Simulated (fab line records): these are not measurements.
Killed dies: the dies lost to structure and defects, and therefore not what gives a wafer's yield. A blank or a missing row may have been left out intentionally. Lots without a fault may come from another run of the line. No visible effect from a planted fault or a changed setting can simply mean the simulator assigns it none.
Split-lot study -- flow ritCmos -- 23 wafers read from 5 lots, route of 202 steps

== THE SPLIT ==
At RIT_NSD_IMPLANT_08, the setting energyKev was moved away from the recipe's 25 on 6 of the 23 wafers read, by -3.1% to +5.0%. All remaining wafers had this setting at the recipe value.

The reading comes from the split's own step.

== THE READING ==
In nm, at RIT_NSD_IMPLANT_08: implant.drpNm, which is the simulator's own figure and was read by no gauge. No usual value for it is given in the file.

wafer,"tool, chamber at the split",energyKev as run,against the recipe,"implant.drpNm, nm",against lot-mates on the recipe
L076.2,"implanter-04, 0",25,recipe,14.84,-
L076.3,"implanter-04, 0",25,recipe,14.84,-
L076.4,"implanter-04, 0",25,recipe,14.84,-
L076.5,"implanter-04, 0",25,recipe,14.84,-
L076.6,"implanter-04, 0",25,recipe,14.84,-
L078.1,"implanter-02, 0",25,recipe,14.84,-
L078.3,"implanter-02, 0",25,recipe,14.84,-
L078.5,"implanter-02, 0",25,recipe,14.84,-
L078.2,"implanter-02, 0",25.46,+1.8%,15,+0.16
L078.4,"implanter-02, 0",25.46,+1.8%,15,+0.16
L080.1,"implanter-04, 0",24.22,-3.1%,14.56,-0.28
L080.5,"implanter-04, 0",24.22,-3.1%,14.56,-0.28
L080.2,"implanter-04, 0",25,recipe,14.84,-
L080.3,"implanter-04, 0",25,recipe,14.84,-
L080.6,"implanter-04, 0",25,recipe,14.84,-
L082.1,"implanter-04, 0",26.25,+5.0%,15.28,+0.44
L082.5,"implanter-04, 0",26.25,+5.0%,15.28,+0.44
L082.2,"implanter-04, 0",25,recipe,14.84,-
L082.4,"implanter-04, 0",25,recipe,14.84,-
L082.6,"implanter-04, 0",25,recipe,14.84,-
L083.2,"implanter-02, 0",25,recipe,14.84,-
L083.4,"implanter-02, 0",25,recipe,14.84,-
L083.6,"implanter-02, 0",25,recipe,14.84,-

THE FIT
A straight line over all 23 wafers: implant.drpNm changes by +0.0884 nm for each +1% of energyKev; r = +1.00; the points scatter about the line by 0.0014 nm.
The same after taking each lot's own level away (the mean of its wafers on the recipe; 23 wafers): +0.0884 nm for each +1%; r = +1.00; scatter 0.0014 nm.
The reading moves by 0.44 nm for the largest change in energyKev, on that fit.
The lots' own levels span 14.840 to 14.840 nm.
Hence the lot-to-lot level has little effect on the slope; both slopes agree.
Check: with one of the wafers moved furthest among these (+5.0%) left out of the fit, the line predicts +0.442 nm for it against its lot-mates. Against them it came out at +0.44 nm.

== THE OTHER SPLITS THESE WAFERS WENT THROUGH ==
Before the reading, these wafers also passed through other splits. Each is held against what the fit with the lots' levels taken away leaves over:
other split on the same wafers,wafers away from the commonest value,r with implant.drpNm (lot level and that fit taken away)
RIT_GATE_EXPOSE_13 doseMj,7,+0.10
RIT_NLDD_COAT_01 spinRpm,8,-0.16
RIT_NLDD_IMPLANT_08 energyKev,5,+0.37

== THE WHOLE CHAIN: every reading that the file lists as answering this split, in the file's order ==
step,what it does,reading,change (the file's fit),r (the file's)
RIT_NSD_IMPLANT_08,,"implant.rpNm (the simulator's own value, which no gauge read)",+0.218 nm for each +1% of the setting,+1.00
RIT_NSD_IMPLANT_08,,"implant.drpNm (the simulator's own value, which no gauge read)",+0.0891 nm for each +1% of the setting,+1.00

== THE FILE'S OWN FIT ==
implant.drpNm changes by +0.0891 nm for each +1% of energyKev, r = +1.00.
